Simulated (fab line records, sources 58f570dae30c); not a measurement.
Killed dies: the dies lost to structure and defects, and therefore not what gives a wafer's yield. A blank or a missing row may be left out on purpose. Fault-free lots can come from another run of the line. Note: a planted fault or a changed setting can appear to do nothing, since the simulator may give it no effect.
Which tool was responsible?    flow berkeley_cmos170    42 wafers from 14 lots sampled at 6 of the route's 331 steps

## WHAT EACH GAUGE READ, for each wafer
UCB170_NVT_OVL_MEAS_06.
lot   measured      on          NVT_OVL (nm)
L663  day 5 06:44   overlay-01  0 7 8
L664  day 5 11:28   overlay-02  -8 -8 -4
L665  day 5 22:42   overlay-01  2 4 6
L668  day 6 06:59   overlay-02  -2 -2 -1
L666  day 6 07:16   overlay-02  2 7 -3
L669  day 6 14:36   overlay-01  0 -1 3
L670  day 6 22:46   overlay-01  6 7 4
L675  day 7 14:50   overlay-02  -2 -2 -2
L678  day 8 18:22   overlay-02  -2 -16 -11
L680  day 8 23:32   overlay-01  -4 -6 -1
L682  day 8 23:43   overlay-02  -4 -9 -7
L679  day 9 00:00   overlay-02  0 -3 1
L684  day 9 21:16   overlay-01  -12 -9 -11
L686  day 10 03:17  overlay-02  6 2 1

UCB170_PLDD_OVL_MEAS_07.
lot   measured      on          PLDD_OVL (nm)
L663  day 5 23:16   overlay-01  -3 -2 -6
L664  day 6 10:37   overlay-01  2 -2 -1
L665  day 6 16:37   overlay-01  6 7 3
L668  day 6 23:29   overlay-02  7 6 13
L666  day 6 23:10   overlay-01  -6 -3 -11
L669  day 7 11:11   overlay-01  6 3 3
L670  day 7 14:22   overlay-02  2 -2 -2
L675  day 8 07:14   overlay-01  -1 10 -2
L678  day 9 09:59   overlay-02  9 1 4
L680  day 9 14:04   overlay-02  4 4 13
L682  day 9 14:12   overlay-01  3 -3 -4
L679  day 9 14:28   overlay-01  -2 -2 1
L684  day 10 13:19  overlay-01  -3 -3 4
L686  day 10 23:09  overlay-02  7 7 7

UCB170_PLDD_TW_MEAS_11.
lot   measured      on             PLDD_TW
L663  day 5 23:43   film_metro-01  1018 1014 1016
L664  day 6 11:03   film_metro-02  1018 1020 1020
L665  day 6 17:04   film_metro-04  995 1003 1000
L668  day 6 23:56   film_metro-01  1018 1019 1024
L666  day 6 23:36   film_metro-02  1020 1019 1018
L669  day 7 11:38   film_metro-04  1006 999 996
L670  day 7 14:48   film_metro-01  1014 1017 1019
L675  day 8 07:44   film_metro-01  1017 1019 1018
L678  day 9 10:26   film_metro-04  1072 1079 1071 1073 1071 1072
L680  day 9 14:31   film_metro-04  1002 1003 997
L682  day 9 14:38   film_metro-02  1015 1015 1017
L679  day 9 14:55   film_metro-04  1072 1072 1074 1071 1074 1071
L684  day 10 13:45  film_metro-01  1017 1010 1016
L686  day 10 23:35  film_metro-04  1010 1011 1004

UCB170_SDANNEAL_RS_MEAS_04: a four-point-probe measurement.
lot   measured      on             PLDD_RS (ohm/sq)
L663  day 6 14:05   film_metro-01  1031 1028 1029
L664  day 7 03:02   film_metro-01  1040 1040 1041
L665  day 7 03:21   film_metro-02  1032 1033 1031
L668  day 7 09:44   film_metro-04  1028 1027 1027
L666  day 7 10:19   film_metro-01  1033 1030 1031
L669  day 7 23:22   film_metro-01  1036 1038 1035
L670  day 8 06:20   film_metro-01  1035 1035 1039
L675  day 8 21:46   film_metro-04  1029 1029 1029
L678  day 10 03:05  film_metro-01  865 865 864 866 865 864
L680  day 10 04:40  film_metro-02  1035 1029 1036
L682  day 10 02:52  film_metro-04  1032 1035 1034
L679  day 10 05:43  film_metro-02  866 869 866 866 867 867
L684  day 11 04:25  film_metro-02  1032 1035 1033
L686  day 11 14:46  film_metro-02  1030 1030 1029

## TOOL THAT RAN EACH LOT (tool first, then ch and the chambers of the sampled wafers, then the start)
lot   UCB170_NVT_STRIP_08                   UCB170_PLDD_IMPLANT_09
L663  plasma_asher-02 ch 0,1, day 5 06:57   implanter-03 ch 0, day 5 23:29
L664  plasma_asher-03 ch 0,1, day 5 11:40   implanter-03 ch 0, day 6 10:48
L665  plasma_asher-03 ch 0,1, day 5 22:53   implanter-03 ch 0, day 6 16:49
L668  plasma_asher-01 ch 0,1, day 6 07:10   implanter-03 ch 0, day 6 23:41
L666  plasma_asher-02 ch 0,1, day 6 07:26   implanter-04 ch 0, day 6 23:22
L669  plasma_asher-02 ch 0,1, day 6 14:47   implanter-01 ch 0, day 7 11:23
L670  plasma_asher-03 ch 0,1, day 6 22:58   implanter-01 ch 0, day 7 14:33
L675  plasma_asher-02 ch 0,1, day 7 15:03   implanter-01 ch 0, day 8 07:28
L678  plasma_asher-02 ch 0,1, day 8 18:34   implanter-03 ch 0, day 9 10:14
L680  plasma_asher-02 ch 0,1, day 8 23:44   implanter-04 ch 0, day 9 14:17
L682  plasma_asher-01 ch 0,1, day 8 23:55   implanter-01 ch 0, day 9 14:23
L679  plasma_asher-03 ch 0,1, day 9 00:11   implanter-03 ch 0, day 9 14:40
L684  plasma_asher-03 ch 0,1, day 9 21:28   implanter-04 ch 0, day 10 13:32
L686  plasma_asher-02 ch 0,1, day 10 03:28  implanter-04 ch 0, day 10 23:20
- UCB170_NVT_STRIP_08: strips in O2.
- UCB170_PLDD_IMPLANT_09

## WHAT THE TOOLS THEMSELVES READ (means of the sampled wafers that have a number; where no wafer has one, the mark that the record gives instead)
UCB170_NVT_STRIP_08.
lot   tool             drypump_motor_current_A (A)  oes_product_au (a.u.)  strip_time_to_endpoint_s (s)
L663  plasma_asher-02  5.6                          0.735                  21.62
L664  plasma_asher-03  5.4                          0.734                  21.59
L665  plasma_asher-03  5.4                          0.736                  21.75
L668  plasma_asher-01  5.7                          0.732                  21.67
L666  plasma_asher-02  5.7                          0.738                  21.70
L669  plasma_asher-02  5.7                          0.737                  21.56
L670  plasma_asher-03  5.5                          0.731                  21.58
L675  plasma_asher-02  5.7                          0.737                  21.69
L678  plasma_asher-02  5.7                          0.735                  21.60
L680  plasma_asher-02  5.7                          0.737                  21.59
L682  plasma_asher-01  6.1                          0.732                  21.60
L679  plasma_asher-03  5.4                          0.734                  21.57
L684  plasma_asher-03  5.5                          0.737                  21.64
L686  plasma_asher-02  5.7                          0.733                  21.57

UCB170_PLDD_IMPLANT_09.
lot   tool          beam_on_s (s)  dose_ions_cm2  faraday_current_uA
L663  implanter-03  9.80           5e+13          161.4
L664  implanter-03  10.11          5e+13          157.0
L665  implanter-03  10.01          5e+13          158.6
L668  implanter-03  9.81           5e+13          161.0
L666  implanter-04  9.96           5e+13          159.1
L669  implanter-01  10.04          5e+13          158.1
L670  implanter-01  10.04          5e+13          158.4
L675  implanter-01  10.06          5e+13          157.5
L678  implanter-03  13.15          8e+13          181.3
L680  implanter-04  9.83           5e+13          161.1
L682  implanter-01  9.91           5e+13          160.2
L679  implanter-03  13.41          8e+13          177.2
L684  implanter-04  9.91           5e+13          160.6
L686  implanter-04  10.05          5e+13          157.9

## THE ANSWER, worked out from the rows above alone
Rule: usual is defined by the lots themselves. The widest of any qualifying gaps counts: lots, ordered by their means at a reading, are off when they make up no more than a third of the lots, leave a main group of 4 or more, and stand apart from it by 3 or more times the standard deviation of that group's means. If all means in a main group match to the digits the tables above print for the reading, that group is not used. Also off: a lot with no number at a reading for which 4 or more lots have one. Any other lot the step has rows for is counted as sound. Order of review: gauges by route order, followed by the tools' own readings, for which a lot's mean as printed above is used. The first step at which some lot is off is used, and at that step the reading that is off furthest; a lot without a number counts as furthest.
Off: at UCB170_PLDD_TW_MEAS_11 (PLDD_TW), L678, L679. The main group has a mean of 1012 with a standard deviation of 7.6.
If a tool, at a process step before that reading, ran all the lots that are off and no sound lot after the first of them, it fits. Not tried: the gauges at UCB170_PLDD_TW_MEAS_11; whatever is off there is also off at UCB170_SDANNEAL_RS_MEAS_04, on other tools, and gauge error can't account for it. One fits: implanter-03 at UCB170_PLDD_IMPLANT_09. A fault onset in the window from L668 (day 6 23:41, its last sound lot) to L678 (day 9 10:14, its first lot off) fits.
The tool's own readings at UCB170_PLDD_IMPLANT_09 bear it out: on the lots that are off they differ by more than 5 times the standard deviation of the sound lots' means. beam_on_s reads 13.28 s there against 9.96 s on the sound lots; dose_ions_cm2 reads 8e+13 there against 5e+13 on the sound lots; faraday_current_uA reads 179.2 there against 159.2 on the sound lots.

## WHAT HAD BEEN PUT IN BY THE SIMULATOR
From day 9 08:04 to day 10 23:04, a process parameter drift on implanter-03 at UCB170_PLDD_IMPLANT_09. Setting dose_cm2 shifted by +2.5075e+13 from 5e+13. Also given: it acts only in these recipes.
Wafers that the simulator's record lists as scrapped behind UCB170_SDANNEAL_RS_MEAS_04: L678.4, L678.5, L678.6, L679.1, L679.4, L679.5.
Shown lots that were struck: L678, L679. The rule above found the same.
